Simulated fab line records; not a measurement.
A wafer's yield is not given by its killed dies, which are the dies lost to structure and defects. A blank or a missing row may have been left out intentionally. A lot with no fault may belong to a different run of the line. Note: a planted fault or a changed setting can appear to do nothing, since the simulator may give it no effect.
Shared-tool check | flow berkeley-cmos170 | 14 lots, 42 wafers sampled

## THE REASON FOR OPENING IT
Of 14 lots, 2 have the reading GATE_OXIDE_THK flagged at UCB170_GATE_THK_MEAS_02. No-fault wafers: 6.54 nm, standard deviation 0.11.
Rule: a lot gets a flag if all its wafers with a number sit over 4 standard deviations from that mean, or if no wafer of it has a number. As for the other lots, they are considered sound.

lot  | measured     | on            | GATE_OXIDE_THK (nm), wafer by wafer | flag
L958 | day 7 03:42  | film-metro-03 | 6.52 6.46 6.60                      |
L959 | day 7 03:42  | film-metro-01 | 6.47 6.39 6.34                      |
L961 | day 8 12:44  | film-metro-01 | 6.41 6.56 6.61                      |
L963 | day 8 12:47  | film-metro-03 | 6.53 6.51 6.56                      |
L962 | day 8 15:13  | film-metro-04 | 10.81 10.97 10.79                   | FLAGGED
L968 | day 9 16:45  | film-metro-03 | 10.78 10.68 10.78                   | FLAGGED
L969 | day 10 00:42 | film-metro-04 | 6.39 6.39 6.25                      |
L972 | day 10 09:42 | film-metro-03 | 6.60 6.48 6.47                      |
L973 | day 10 09:43 | film-metro-01 | 6.63 6.47 6.65                      |
L974 | day 10 21:51 | film-metro-01 | 6.74 6.67 6.57                      |
L977 | day 11 14:15 | film-metro-01 | 6.46 6.51 6.47                      |
L980 | day 11 14:15 | film-metro-04 | 6.71 6.61 6.80                      |
L978 | day 11 14:16 | film-metro-03 | 6.51 6.67 6.63                      |
L976 | day 11 14:20 | film-metro-03 | 6.37 6.62 6.56                      |
The mean of the flagged lots' numbers is 10.80 nm, +4.26 nm from the usual (+39 standard deviations).

## TOOL THAT RAN EACH LOT
The record keeps 1 process step preceding the reading, out of 331 steps on the route. Cell contents, in order: the tool; ch with the chambers the sampled wafers went through; the start.
lot  | flag    | UCB170_GATE_OXIDATION_01
L958 |         | furnace-04 ch 0, day 7 02:12
L959 |         | furnace-04 ch 0, day 7 02:12
L961 |         | furnace-04 ch 0, day 8 11:14
L963 |         | furnace-04 ch 0, day 8 11:14
L962 | FLAGGED | furnace-04 ch 0, day 8 11:14 and furnace-02 ch 0, day 8 13:38
L968 | FLAGGED | furnace-01 ch 0, day 9 09:35
L969 |         | furnace-02 ch 0, day 9 23:08
L972 |         | furnace-04 ch 0, day 10 08:12
L973 |         | furnace-04 ch 0, day 10 08:12
L974 |         | furnace-02 ch 0, day 10 20:21
L977 |         | furnace-01 ch 0, day 11 12:45
L980 |         | furnace-01 ch 0, day 11 12:45
L978 |         | furnace-01 ch 0, day 11 12:45
L976 |         | furnace-01 ch 0, day 11 12:45
What is done by these steps:
- UCB170_GATE_OXIDATION_01: target thk 6.6 nm, ox time 1800 s.
- UCB170_GATE_THK_MEAS_02

## FLAGGED OVER TOTAL, TOOL BY TOOL (the gauges that took the reading come last)
step                     | tool          | lots run | flagged | share of the flagged lots | sound lots run after its first flagged lot
UCB170_GATE_OXIDATION_01 | furnace-01    | 5        | 1       | some                      | 4 (L976,L977,L978,L980)
UCB170_GATE_OXIDATION_01 | furnace-02    | 3        | 1       | some                      | 2 (L969,L974)
UCB170_GATE_OXIDATION_01 | furnace-04    | 7        | 1       | some                      | 2 (L972,L973)
UCB170_GATE_THK_MEAS_02  | film-metro-01 | 5        | 0       | none                      | -
UCB170_GATE_THK_MEAS_02  | film-metro-03 | 6        | 1       | some                      | 3 (L972,L978,L976)
UCB170_GATE_THK_MEAS_02  | film-metro-04 | 3        | 1       | some                      | 2 (L969,L980)

## WHAT THE TABLE PERMITS
No row of the table ran every flagged lot.

## WHAT THE SIMULATOR HAD INSERTED
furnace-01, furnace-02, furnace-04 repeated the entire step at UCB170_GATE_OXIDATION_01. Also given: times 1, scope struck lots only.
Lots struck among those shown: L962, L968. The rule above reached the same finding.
